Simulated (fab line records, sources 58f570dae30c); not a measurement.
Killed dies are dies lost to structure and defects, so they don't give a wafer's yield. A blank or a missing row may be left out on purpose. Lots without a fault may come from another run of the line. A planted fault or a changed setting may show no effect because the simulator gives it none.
Chamber matching | flow berkeley_cmos170 | UCB170_SPACER_CVD_00 on pecvd-04: 3 sister chambers
The step deposits SiO2 from TEOS/O2, target thk 376 nm, time 47 s. 5 wafers are shown with their chamber, then 7 later ones without.

WAFERS WITH THEIR CHAMBER
wafer  | chamber | heater_power_w (W) | pressure_mtorr (mTorr)
L991.6 | 2       | 189                | 9022
L998.5 | 0       | 245                | 9009
L998.6 | 1       | 296                | 8974
L999.1 | 2       | 151                | 9013
L999.5 | 1       | 275                | 9015

WAFERS WITHOUT THEIR CHAMBER
wafer  | heater_power_w (W) | pressure_mtorr (mTorr)
L999.6 | 256                | 9013
L105.1 | 150                | 8985
L105.4 | 275                | 8982
L105.5 | 172                | 8980
L110.3 | 152                | 9011
L110.4 | 162                | 9007
L110.6 | 233                | 8984

WHICH CHAMBER EACH WENT THROUGH
wafer  | from the rows above          | in truth
L999.6 | can't be placed: 0 or 1      | 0
L105.1 | 2                            | 2
L105.4 | can't be placed: 1 or 0      | 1
L105.5 | can't be placed: 2 or 0      | 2
L110.3 | 2                            | 2
L110.4 | 2                            | 2
L110.6 | can't be placed: 0 or 1 or 2 | 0
Placed correctly: 3 of 7. Can't be placed from these rows: 4 (the true chamber is among the candidates in 4). Placed wrongly: 0.
How it was worked out, from the rows above alone: a wafer's distance from a chamber is the root of the sum, over the readings, of the square of ((its reading less the chamber's mean) divided by the reading's scatter). The wafer belongs to the nearest chamber; if the next one is less than 2 further off, it can't be placed. A chamber's mean is the mean of its shown wafers. The scatter: the root of (the sum of the squares of (reading less its chamber's mean) over the shown wafers, divided by (wafers less chambers)).
